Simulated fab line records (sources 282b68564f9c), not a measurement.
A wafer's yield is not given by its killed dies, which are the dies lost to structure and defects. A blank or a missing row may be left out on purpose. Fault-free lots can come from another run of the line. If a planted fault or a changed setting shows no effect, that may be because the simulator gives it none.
2 desks, one fault + flow rit_cmos + numbers are kept per desk, each desk with only its own; the story behind them comes last

== AT THE METROLOGY DESK ==
Means of the sampled wafers that have a number, per lot and without regard to the tool the lot ran on: this is what the gauges read. A lot is out of limits, marked OUT, if its mean lies more than 4 standard deviations from the usual mean; the brackets give that distance.
Columns: A = PRETRO_TW at RIT_PRETRO_TW_MEAS_10, usual 481.3
| lot  | first seen here | A                |
|------|-----------------|------------------|
| L127 | day 2 10:47     | 479.7            |
| L128 | day 2 18:31     | 482.1            |
| L129 | day 3 01:31     | 483.1            |
| L130 | day 3 04:15     | 482.3            |
| L132 | day 3 16:18     | 482.6            |
| L133 | day 3 19:04     | 476.1            |
| L134 | day 4 01:08     | 482.0            |
| L137 | day 4 16:31     | 483.3            |
| L138 | day 4 19:00     | 483.6            |
| L140 | day 5 04:41     | 481.5            |
| L145 | day 6 04:07     | 480.9            |
| L146 | day 6 07:56     | 504.4 (+8.6) OUT |
| L147 | day 6 15:03     | 504.0 (+8.4) OUT |
| L149 | day 7 01:03     | 478.3            |
This desk finds L146, L147 out of limits, with the earliest case on L146 at day 6 07:56 (PRETRO_TW at RIT_PRETRO_TW_MEAS_10). Within limits: L127, L128, L129, L130, L132, L133, L134, L137, L138, L140, L145, L149.

== TOOL OWNER'S DESK, implanter-04 ==
The tool's own readings at RIT_PRETRO_IMPLANT_08: means of the sampled wafers that have a number, for each lot that ran on this tool. A lot is out of limits, marked OUT, if its mean lies more than 4 standard deviations from the usual mean; the brackets give that distance.
Columns: A = beam_energy_keV at RIT_PRETRO_IMPLANT_08, usual 45.001
| lot  | first seen here | A                        |
|------|-----------------|--------------------------|
| L127 | day 2 10:28     | 45.022                   |
| L137 | day 4 16:11     | 45.012                   |
| L140 | day 5 04:23     | 45.016                   |
| L146 | day 6 07:37     | 60.748 (+99 or more) OUT |
| L147 | day 6 14:46     | 60.749 (+99 or more) OUT |
This desk finds L146, L147 out of limits, L146 being first, at day 6 07:37 (beam_energy_keV at RIT_PRETRO_IMPLANT_08). Within limits: L127, L137, L140.

== ALL TOGETHER ==
The tool owner's desk could have raised an alarm at day 6 07:37, on L146, L147.
Metrology desk: alarm possible at day 6 07:56 on L146, L147.
RIT_PRETRO_IMPLANT_08 was run on implanter-04 by each of the lots named.

== WHAT THE SIMULATOR HAD PUT IN ==
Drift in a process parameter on implanter-04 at RIT_PRETRO_IMPLANT_08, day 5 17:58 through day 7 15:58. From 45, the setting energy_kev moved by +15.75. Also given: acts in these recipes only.
Shown lots that were struck: L146, L147.
Hours from the fault's start to each desk's first reading out of limits: the tool owner's desk, 14; the metrology desk, 14.
